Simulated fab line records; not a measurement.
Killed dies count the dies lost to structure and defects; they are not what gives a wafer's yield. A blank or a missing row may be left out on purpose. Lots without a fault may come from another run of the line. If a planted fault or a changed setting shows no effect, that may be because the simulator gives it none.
The tool behind it: which one? :: flow berkeley-cmos170 :: at 1 step of a route of 331, 14 lots with 42 wafers sampled

## WHAT THE GAUGES READ, wafer by wafer
UCB170_NLDD_OVL_MEAS_07.
lot: L607
measured: day 6 04:15
on: overlay-02
NLDD_OVL (nm): 3 0 -8

lot: L608
measured: day 6 05:20
on: overlay-01
NLDD_OVL (nm): -3 -4 -10

lot: L606
measured: day 6 05:29
on: overlay-01
NLDD_OVL (nm): 3 -2 -6

lot: L612
measured: day 7 01:35
on: overlay-02
NLDD_OVL (nm): 7 -2 -2

lot: L611
measured: day 7 02:16
on: overlay-02
NLDD_OVL (nm): -5 4 4

lot: L614
measured: day 7 10:58
on: overlay-01
NLDD_OVL (nm): 1 -5 0

lot: L617
measured: day 7 20:53
on: overlay-02
NLDD_OVL (nm): -7 1 -3

lot: L616
measured: day 7 21:28
on: overlay-01
NLDD_OVL (nm): 1 -2 -1

lot: L615
measured: day 7 21:43
on: overlay-02
NLDD_OVL (nm): 2 5 0

lot: L618
measured: day 8 07:01
on: overlay-02
NLDD_OVL (nm): -9 -12 3

lot: L619
measured: day 8 07:08
on: overlay-01
NLDD_OVL (nm): 5 -9 -9

lot: L622
measured: day 9 15:56
on: overlay-02
NLDD_OVL (nm): -4 -4 -5

lot: L627
measured: day 10 08:45
on: overlay-01
NLDD_OVL (nm): -1 -5 0

lot: L625
measured: day 10 08:56
on: overlay-02
NLDD_OVL (nm): -8 4 -7

## TOOL THAT RAN EACH LOT (tool first, then ch and the chambers of the sampled wafers, then the start)
The record holds no process step before these readings.

## WHAT THE TOOLS THEMSELVES READ (means of the sampled wafers that have a number; where no wafer has one, the mark that the record gives instead)
The record holds no such reading with a usual standard deviation.

## THE ANSWER, worked out from the rows above alone
Rule: usual is defined by the lots themselves. Put in order of their means at a reading, lots are off if they are a third of the lots or fewer, leave a main group of 4 or more, and stand apart from it by a gap of 3 or more times the standard deviation of the main group's means; of several such gaps the widest counts. A main group is skipped when, at the precision printed for the reading in the tables above, its means are all equal. A lot without any number at a reading at which 4 lots or more have one is off too. All remaining lots with rows at the step are treated as sound. After the gauges, taken in route order, come the tools' own readings; for these a lot's mean is taken, as printed above. At the first step where some lot is off, the reading lying furthest off is the one used; lots without a number count as furthest.
Across all readings shown, no lot is off: no conclusion can be drawn from this.

## WHAT THE SIMULATOR HAD PUT IN
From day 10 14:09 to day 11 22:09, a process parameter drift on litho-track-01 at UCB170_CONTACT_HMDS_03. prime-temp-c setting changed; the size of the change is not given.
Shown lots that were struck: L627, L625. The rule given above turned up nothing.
